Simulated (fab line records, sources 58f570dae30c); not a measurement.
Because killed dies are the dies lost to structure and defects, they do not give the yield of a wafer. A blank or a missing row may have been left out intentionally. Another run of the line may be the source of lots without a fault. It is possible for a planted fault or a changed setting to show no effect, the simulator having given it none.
Which of the tools did it? || flow berkeley-cmos170 || at 1 step of a route of 331, 14 lots with 42 wafers sampled

== WHAT EACH GAUGE READ, for each wafer ==
No reading from a measuring or inspecting step in the record can be judged against a usual standard deviation.

== EACH LOT AND THE TOOL THAT RAN IT (in order: tool; ch and the chambers of the sampled wafers; start) ==
{"lot": "L592", "UCB170_M1_SPUTTER_00": "pvd-sputter-01, day 9 12:05"}
{"lot": "L593", "UCB170_M1_SPUTTER_00": "pvd-sputter-02, day 9 13:24"}
{"lot": "L594", "UCB170_M1_SPUTTER_00": "pvd-sputter-04, day 10 02:25"}
{"lot": "L595", "UCB170_M1_SPUTTER_00": "pvd-sputter-01, day 10 02:25"}
{"lot": "L596", "UCB170_M1_SPUTTER_00": "pvd-sputter-04, day 10 02:28"}
{"lot": "L601", "UCB170_M1_SPUTTER_00": "pvd-sputter-04, day 10 19:07"}
{"lot": "L603", "UCB170_M1_SPUTTER_00": "pvd-sputter-01, day 11 12:28"}
{"lot": "L606", "UCB170_M1_SPUTTER_00": "pvd-sputter-02, day 11 21:09"}
{"lot": "L604", "UCB170_M1_SPUTTER_00": "pvd-sputter-01, day 11 21:32"}
{"lot": "L607", "UCB170_M1_SPUTTER_00": "pvd-sputter-04, day 11 23:10"}
{"lot": "L610", "UCB170_M1_SPUTTER_00": "pvd-sputter-04, day 12 08:57"}
{"lot": "L612", "UCB170_M1_SPUTTER_00": "pvd-sputter-02, day 12 21:01"}
{"lot": "L611", "UCB170_M1_SPUTTER_00": "pvd-sputter-04, day 12 22:11"}
{"lot": "L614", "UCB170_M1_SPUTTER_00": "pvd-sputter-02, day 13 06:06"}
- UCB170_M1_SPUTTER_00: material Al, target thk 600 nm, time 80 s.

== WHAT THE TOOLS THEMSELVES READ (means of the sampled wafers that have a number; where no wafer has one, the mark that the record gives instead) ==
UCB170_M1_SPUTTER_00. Usual: cathode-dc-power-W 6000.1 W, standard deviation 1.1; throttle-valve-pct 29.8 %, standard deviation 1.2.
{"lot": "L592", "tool": "pvd-sputter-01", "cathode-dc-power-W (W)": 6000.4, "throttle-valve-pct (%)": 29.4, "flag": ""}
{"lot": "L593", "tool": "pvd-sputter-02", "cathode-dc-power-W (W)": 6000.0, "throttle-valve-pct (%)": 29.6, "flag": ""}
{"lot": "L594", "tool": "pvd-sputter-04", "cathode-dc-power-W (W)": 5999.8, "throttle-valve-pct (%)": 30.7, "flag": ""}
{"lot": "L595", "tool": "pvd-sputter-01", "cathode-dc-power-W (W)": 6000.1, "throttle-valve-pct (%)": 29.3, "flag": ""}
{"lot": "L596", "tool": "pvd-sputter-04", "cathode-dc-power-W (W)": 6000.1, "throttle-valve-pct (%)": 29.3, "flag": ""}
{"lot": "L601", "tool": "pvd-sputter-04", "cathode-dc-power-W (W)": 5999.8, "throttle-valve-pct (%)": 30.8, "flag": ""}
{"lot": "L603", "tool": "pvd-sputter-01", "cathode-dc-power-W (W)": 6080.4, "throttle-valve-pct (%)": 29.4, "flag": "OFF"}
{"lot": "L606", "tool": "pvd-sputter-02", "cathode-dc-power-W (W)": 6001.1, "throttle-valve-pct (%)": 30.1, "flag": ""}
{"lot": "L604", "tool": "pvd-sputter-01", "cathode-dc-power-W (W)": 6079.9, "throttle-valve-pct (%)": 30.4, "flag": "OFF"}
{"lot": "L607", "tool": "pvd-sputter-04", "cathode-dc-power-W (W)": 5999.5, "throttle-valve-pct (%)": 29.3, "flag": ""}
{"lot": "L610", "tool": "pvd-sputter-04", "cathode-dc-power-W (W)": 6000.7, "throttle-valve-pct (%)": 30.7, "flag": ""}
{"lot": "L612", "tool": "pvd-sputter-02", "cathode-dc-power-W (W)": 5998.9, "throttle-valve-pct (%)": 29.4, "flag": ""}
{"lot": "L611", "tool": "pvd-sputter-04", "cathode-dc-power-W (W)": 5999.5, "throttle-valve-pct (%)": 28.6, "flag": ""}
{"lot": "L614", "tool": "pvd-sputter-02", "cathode-dc-power-W (W)": 5998.9, "throttle-valve-pct (%)": 29.9, "flag": ""}

== THE ANSWER, worked out from the rows above alone ==
Rule: take the mean of a lot's wafers that have a number; if it is more than 3 standard deviations from the usual mean, the lot is off. A lot without any number at a reading at which 4 lots or more have one is off too. Any other lot the step has rows for is counted as sound. After the gauges, taken in route order, come the tools' own readings; for these a lot's mean is taken, as printed above. The first step at which some lot is off is used, and at that step the reading that is off furthest; a lot without a number counts as furthest.
Off at UCB170_M1_SPUTTER_00 (cathode-dc-power-W): L603, L604.
A tool fits if, at that step or a process step before it, it ran every lot that is off, and no sound lot after the first of them. One candidate fits, namely pvd-sputter-01 at UCB170_M1_SPUTTER_00. Its last sound lot is L595 (day 10 02:25), its first lot that is off L603 (day 11 12:28): a fault that began between those two fits.
On the lots that are off, the tool's own readings at UCB170_M1_SPUTTER_00 differ by more than 5 times the standard deviation of the sound lots' means, which bears it out; cathode-dc-power-W reads 6080.1 W there versus 5999.9 W on the sound lots.

== WHAT HAD BEEN PUT IN BY THE SIMULATOR ==
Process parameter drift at UCB170_M1_SPUTTER_00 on pvd-sputter-01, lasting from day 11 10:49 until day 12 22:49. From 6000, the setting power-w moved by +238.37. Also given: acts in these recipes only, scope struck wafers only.
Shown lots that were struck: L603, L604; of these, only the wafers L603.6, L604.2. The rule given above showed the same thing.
